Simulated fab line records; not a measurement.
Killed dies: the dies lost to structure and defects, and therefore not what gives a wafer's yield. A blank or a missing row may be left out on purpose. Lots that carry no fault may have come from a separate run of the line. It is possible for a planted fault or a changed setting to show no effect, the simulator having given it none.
Commonality check across tools + flow berkeley_cmos170 + Sampled: 14 lots, 42 wafers

REASON IT WAS OPENED
On 2 of the 14 lots, a flag is raised at UCB170_M1_CD_MEAS_09 on the reading cd_nm. No-fault wafers: 700.4 nm, standard deviation 1.2.
Rule: a lot is flagged when every wafer of it that has a number lies more than 4 standard deviations from that mean, or none has a number. As for the other lots, they are considered sound.

| lot  | measured     | on        | cd_nm (nm), wafer by wafer | flag    |
|------|--------------|-----------|----------------------------|---------|
| L893 | day 7 21:13  | cd_sem-02 | 701.7 700.6 702.0          |         |
| L895 | day 8 04:41  | cd_sem-02 | 699.0 699.6 698.0          |         |
| L894 | day 8 04:55  | cd_sem-02 | 700.2 699.0 699.4          |         |
| L897 | day 8 11:30  | cd_sem-02 | 700.1 700.0 699.8          |         |
| L896 | day 8 12:29  | cd_sem-01 | 699.4 700.7 700.1          |         |
| L901 | day 8 22:42  | cd_sem-01 | 700.0 699.8 699.7          |         |
| L898 | day 9 00:25  | cd_sem-02 | 698.9 700.5 698.3          |         |
| L899 | day 9 00:41  | cd_sem-02 | 700.7 700.8 702.3          |         |
| L904 | day 9 11:13  | cd_sem-01 | 644.9 644.9 645.7          | FLAGGED |
| L902 | day 9 11:49  | cd_sem-01 | 644.4 646.4 644.5          | FLAGGED |
| L905 | day 10 14:13 | cd_sem-01 | 700.1 700.3 700.5          |         |
| L913 | day 11 08:04 | cd_sem-01 | 701.2 698.6 699.8          |         |
| L910 | day 11 09:33 | cd_sem-02 | 702.4 702.2 702.3          |         |
| L915 | day 11 23:35 | cd_sem-01 | 702.3 701.3 701.9          |         |
The mean of the flagged lots' numbers is 645.1 nm, -55.3 nm from the usual (-46 standard deviations).

WHICH TOOL RAN EACH LOT
The record holds 2 process steps before the reading, out of a route of 331 steps. In each cell: the tool, then ch and the chambers that the sampled wafers went through, then the start.
| lot  | flag    | UCB170_SDANNEAL_RTA_00           | UCB170_M1_PEB_07                  |
|------|---------|----------------------------------|-----------------------------------|
| L893 |         | rtp_anneal-01 ch 0, day 7 11:10  | litho_track-02 ch 0, day 7 20:56  |
| L895 |         | rtp_anneal-01 ch 0, day 7 19:31  | litho_track-04 ch 0, day 8 04:25  |
| L894 |         | rtp_anneal-01 ch 0, day 7 20:24  | litho_track-04 ch 0, day 8 04:39  |
| L897 |         | rtp_anneal-01 ch 0, day 8 03:30  | litho_track-02 ch 0, day 8 11:14  |
| L896 |         | rtp_anneal-02 ch 0, day 8 03:58  | litho_track-02 ch 0, day 8 12:13  |
| L901 |         | rtp_anneal-02 ch 0, day 8 12:32  | litho_track-04 ch 0, day 8 22:26  |
| L898 |         | rtp_anneal-02 ch 0, day 8 13:01  | litho_track-04 ch 0, day 9 00:09  |
| L899 |         | rtp_anneal-01 ch 0, day 8 13:01  | litho_track-02 ch 0, day 9 00:25  |
| L904 | FLAGGED | rtp_anneal-01 ch 0, day 9 01:25  | litho_track-02 ch 0, day 9 10:57  |
| L902 | FLAGGED | rtp_anneal-02 ch 0, day 9 01:19  | litho_track-02 ch 0, day 9 11:28  |
| L905 |         | rtp_anneal-02 ch 0, day 10 04:28 | litho_track-04 ch 0, day 10 13:55 |
| L913 |         | rtp_anneal-01 ch 0, day 10 21:05 | litho_track-03 ch 0, day 11 07:48 |
| L910 |         | rtp_anneal-01 ch 0, day 10 20:12 | litho_track-04 ch 0, day 11 09:17 |
| L915 |         | rtp_anneal-01 ch 0, day 11 14:02 | litho_track-04 ch 0, day 11 23:18 |
What these steps do:
- UCB170_SDANNEAL_RTA_00: time 10 s.
- UCB170_M1_PEB_07
- UCB170_M1_CD_MEAS_09: target cd 700 nm.

FLAGGED OVER TOTAL, TOOL BY TOOL (the gauges that took the reading come last)
| step                   | tool           | lots run | flagged | share of the flagged lots | sound lots run after its first flagged lot |
|------------------------|----------------|----------|---------|---------------------------|--------------------------------------------|
| UCB170_SDANNEAL_RTA_00 | rtp_anneal-01  | 9        | 1       | some                      | 3 (L910,L913,L915)                         |
| UCB170_SDANNEAL_RTA_00 | rtp_anneal-02  | 5        | 1       | some                      | 1 (L905)                                   |
| UCB170_M1_PEB_07       | litho_track-02 | 6        | 2       | all                       | 0                                          |
| UCB170_M1_PEB_07       | litho_track-03 | 1        | 0       | none                      | -                                          |
| UCB170_M1_PEB_07       | litho_track-04 | 7        | 0       | none                      | -                                          |
| UCB170_M1_CD_MEAS_09   | cd_sem-01      | 7        | 2       | all                       | 3 (L905,L913,L915)                         |
| UCB170_M1_CD_MEAS_09   | cd_sem-02      | 7        | 0       | none                      | -                                          |

WHAT THE TABLE PERMITS
2 rows of the table ran every flagged lot: litho_track-02 at UCB170_M1_PEB_07, cd_sem-01 at UCB170_M1_CD_MEAS_09.
- litho_track-02 at UCB170_M1_PEB_07: 2 of its 6 lots flagged. Last sound lot L899 at day 9 00:25, first flagged lot L904 at day 9 10:57; a fault beginning in between fits. Its own readings lie more than 4 standard deviations out on every wafer of the flagged lots: heater_power_total_W, plate_temp_C.
- cd_sem-01 at UCB170_M1_CD_MEAS_09: 2 of its 7 lots flagged. Sound lots followed the first flagged one (L905, L913, L915) on it, something a lasting fault affecting the whole tool could not allow.
What remains is a single tool, litho_track-02 at UCB170_M1_PEB_07.

WHAT THE SIMULATOR HAD INSERTED
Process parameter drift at UCB170_M1_PEB_07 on litho_track-02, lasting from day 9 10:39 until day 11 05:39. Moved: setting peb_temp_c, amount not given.
Lots struck among those shown: L904, L902. The rule above reached the same finding.
